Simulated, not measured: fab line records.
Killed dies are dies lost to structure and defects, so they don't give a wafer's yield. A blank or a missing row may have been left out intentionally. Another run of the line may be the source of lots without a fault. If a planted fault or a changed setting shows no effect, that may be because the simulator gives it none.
Tool commonality check	flow rit-cmos	Sample size 14 lots and 48 wafers

== WHY THIS WAS OPENED ==
At RIT_SDANNEAL_RS_MEAS_07 the reading NLDD_RS is flagged on 2 of 14 lots. Fault-free wafers read 151.6 ohm/sq, with a standard deviation of 0.57.
Rule: a lot gets a flag if all its wafers with a number sit over 4 standard deviations from that mean, or if no wafer of it has a number. All remaining lots are regarded as sound.

lot	measured	on	NLDD_RS (ohm/sq), wafer by wafer	flag
L407	day 3 04:09	film-metro-01	150.9 150.7 150.6	
L408	day 3 13:52	film-metro-03	152.9 152.7 152.7	
L409	day 3 16:25	film-metro-03	151.0 151.6 151.6	
L411	day 4 03:19	film-metro-01	151.1 150.8 151.1	
L412	day 4 12:41	film-metro-01	151.9 151.6 152.1	
L414	day 4 17:50	film-metro-03	151.5 151.4 152.0	
L415	day 5 01:14	film-metro-03	152.4 152.2 152.4	
L416	day 5 05:29	film-metro-02	152.3 151.7 151.7	
L418	day 5 16:15	film-metro-01	151.0 150.9 151.4	
L419	day 6 01:35	film-metro-03	151.7 151.5 151.6	
L425	day 8 04:32	film-metro-02	157.9 158.4 158.2 157.9 158.3 158.3	FLAGGED
L426	day 8 04:47	film-metro-03	157.3 157.5 156.9 157.0 157.3 157.0	FLAGGED
L427	day 8 05:00	film-metro-01	152.0 152.1 152.4	
L429	day 8 19:19	film-metro-02	152.2 152.3 151.9	
The mean of the flagged lots' numbers is 157.7 ohm/sq, +6.1 ohm/sq from the usual (+11 standard deviations).

== WHICH TOOL EACH LOT WENT THROUGH ==
The record holds 2 process steps before the reading, out of a route of 202 steps. Every cell lists first the tool, next ch and the chambers used by the sampled wafers, and last the start.
lot	flag	RIT_NRETRO_STRIP_09	RIT_NLDD_IMPLANT_08
L407		plasma-asher-02 ch 0,1, day 2 07:31	implanter-02 ch 0, day 2 19:05
L408		plasma-asher-02 ch 0,1, day 2 13:28	implanter-01 ch 0, day 3 05:33
L409		plasma-asher-03 ch 0, day 2 17:52	implanter-02 ch 0, day 3 08:03
L411		plasma-asher-03 ch 0,1, day 3 03:40	implanter-01 ch 0, day 3 19:09
L412		plasma-asher-03 ch 0,1, day 3 10:49	implanter-02 ch 0, day 4 04:17
L414		plasma-asher-03 ch 0,1, day 3 17:26	implanter-01 ch 0, day 4 09:22
L415		plasma-asher-03 ch 0,1, day 3 23:00	implanter-01 ch 0, day 4 17:11
L416		plasma-asher-04 ch 0, day 4 04:13	implanter-02 ch 0, day 4 21:25
L418		plasma-asher-04 ch 0,1, day 4 15:04	implanter-01 ch 0, day 5 08:18
L419		plasma-asher-04 ch 0,1, day 5 01:13	implanter-01 ch 0, day 5 17:32
L425	FLAGGED	plasma-asher-02 ch 0,1, day 6 10:48	implanter-02 ch 0, day 7 12:30
L426	FLAGGED	plasma-asher-02 ch 0,1, day 6 23:31	implanter-02 ch 0, day 7 20:08
L427		plasma-asher-02 ch 0,1, day 7 04:39	implanter-03 ch 0, day 7 20:15
L429		plasma-asher-03 ch 0,1, day 7 17:10	implanter-01 ch 0, day 8 09:26
These steps, and what they do:
- RIT_NRETRO_STRIP_09: strips in O2, time 180 s.
- RIT_NLDD_IMPLANT_08
- RIT_SDANNEAL_RS_MEAS_07: measures by four-point-probe.

== FLAGGED OVER TOTAL, TOOL BY TOOL (the gauges that took the reading come last) ==
step	tool	lots run	flagged	share of the flagged lots	sound lots run after its first flagged lot
RIT_NRETRO_STRIP_09	plasma-asher-02	5	2	all	1 (L427)
RIT_NRETRO_STRIP_09	plasma-asher-03	6	0	none	-
RIT_NRETRO_STRIP_09	plasma-asher-04	3	0	none	-
RIT_NLDD_IMPLANT_08	implanter-01	7	0	none	-
RIT_NLDD_IMPLANT_08	implanter-02	6	2	all	0
RIT_NLDD_IMPLANT_08	implanter-03	1	0	none	-
RIT_SDANNEAL_RS_MEAS_07	film-metro-01	5	0	none	-
RIT_SDANNEAL_RS_MEAS_07	film-metro-02	3	1	some	1 (L429)
RIT_SDANNEAL_RS_MEAS_07	film-metro-03	6	1	some	0

== WHAT IS ALLOWED BY THE TABLE ==
plasma-asher-02 at RIT_NRETRO_STRIP_09 and implanter-02 at RIT_NLDD_IMPLANT_08 are the 2 rows of the table that ran each flagged lot.
- plasma-asher-02 at RIT_NRETRO_STRIP_09 ran 5 lots, 2 of them flagged. Sound lots ran on it after the first flagged one (L427), which a lasting fault on the whole tool wouldn't allow.
- implanter-02 at RIT_NLDD_IMPLANT_08 ran 6 lots, 2 of them flagged. It ran its last sound lot, L416, at day 4 21:25 and its first flagged lot, L425, at day 7 12:30: a fault with its onset between the two fits.
implanter-02 at RIT_NLDD_IMPLANT_08 is the single tool remaining.

== WHAT THE SIMULATOR PUT IN ==
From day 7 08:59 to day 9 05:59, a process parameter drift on implanter-02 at RIT_NLDD_IMPLANT_08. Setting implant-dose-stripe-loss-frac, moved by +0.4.
Struck lots among those shown: L425, L426. This agrees with what the rule above found.
